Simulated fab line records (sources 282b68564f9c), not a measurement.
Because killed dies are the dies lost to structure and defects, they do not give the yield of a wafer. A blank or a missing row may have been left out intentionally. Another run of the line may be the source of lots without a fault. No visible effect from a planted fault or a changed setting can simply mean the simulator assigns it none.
Which tool was responsible? | flow ritCmos | 21 wafers from 7 lots sampled at 3 of the route's 202 steps

WHAT THE GAUGES READ, wafer by wafer
RIT_NLDD_TW_MEAS_10.
lot  | measured    | on           | NLDD_TW
L278 | day 3 03:05 | filmMetro-01 | 2490 2499 2486
L280 | day 3 14:31 | filmMetro-01 | 2478 2491 2484
L284 | day 4 07:55 | filmMetro-02 | 2496 2473 2484
L288 | day 5 06:46 | filmMetro-02 | 2470 2454 2470
L293 | day 6 01:51 | filmMetro-04 | 1958 1957 1966 1956 1955 1952
L295 | day 6 14:16 | filmMetro-01 | 2477 2474 2467
L298 | day 7 04:23 | filmMetro-02 | 2496 2485 2487

WHICH TOOL RAN EACH LOT (tool, then ch and the chambers of the sampled wafers, then the start)
lot  | RIT_NWELL_STRIP_09                 | RIT_NLDD_IMPLANT_08
L278 | plasmaAsher-02 ch 0,1, day 2 02:23 | implanter-02 ch 0, day 3 02:46
L280 | plasmaAsher-03 ch 0,1, day 2 16:37 | implanter-04 ch 0, day 3 14:13
L284 | plasmaAsher-04 ch 0,1, day 3 08:58 | implanter-01 ch 0, day 4 07:37
L288 | plasmaAsher-04 ch 0,1, day 4 08:42 | implanter-04 ch 0, day 5 06:26
L293 | plasmaAsher-02 ch 0,1, day 5 05:10 | implanter-01 ch 0, day 6 01:32
L295 | plasmaAsher-03 ch 0, day 5 15:46   | implanter-04 ch 0, day 6 13:58
L298 | plasmaAsher-03 ch 1, day 6 08:04   | implanter-04 ch 0, day 7 04:04
- RIT_NWELL_STRIP_09: strips in O2, time 180 s.
- RIT_NLDD_IMPLANT_08

THE ANSWER, worked out from the rows above alone
Rule: what is usual is taken from the lots themselves. The widest of any qualifying gaps counts: lots, ordered by their means at a reading, are off when they make up no more than a third of the lots, leave a main group of 4 or more, and stand apart from it by 3 or more times the standard deviation of that group's means. The tables above print the reading to a certain number of digits; a main group whose means all agree to those digits is not used. Also off: a lot with no number at a reading for which 4 or more lots have one. The other lots that the step has rows for count as sound.
Off: L293, at RIT_NLDD_TW_MEAS_10 (NLDD_TW). Main group: mean 2481, sd 9.5.
If a tool, at a process step before that reading, ran all the lots that are off and no sound lot after the first of them, it fits. The gauges at RIT_NLDD_TW_MEAS_10 are tried like those tools. Can't be told from this: 3 tools fit, plasmaAsher-02 at RIT_NWELL_STRIP_09, implanter-01 at RIT_NLDD_IMPLANT_08, filmMetro-04 at RIT_NLDD_TW_MEAS_10.

WHAT THE SIMULATOR HAD PUT IN
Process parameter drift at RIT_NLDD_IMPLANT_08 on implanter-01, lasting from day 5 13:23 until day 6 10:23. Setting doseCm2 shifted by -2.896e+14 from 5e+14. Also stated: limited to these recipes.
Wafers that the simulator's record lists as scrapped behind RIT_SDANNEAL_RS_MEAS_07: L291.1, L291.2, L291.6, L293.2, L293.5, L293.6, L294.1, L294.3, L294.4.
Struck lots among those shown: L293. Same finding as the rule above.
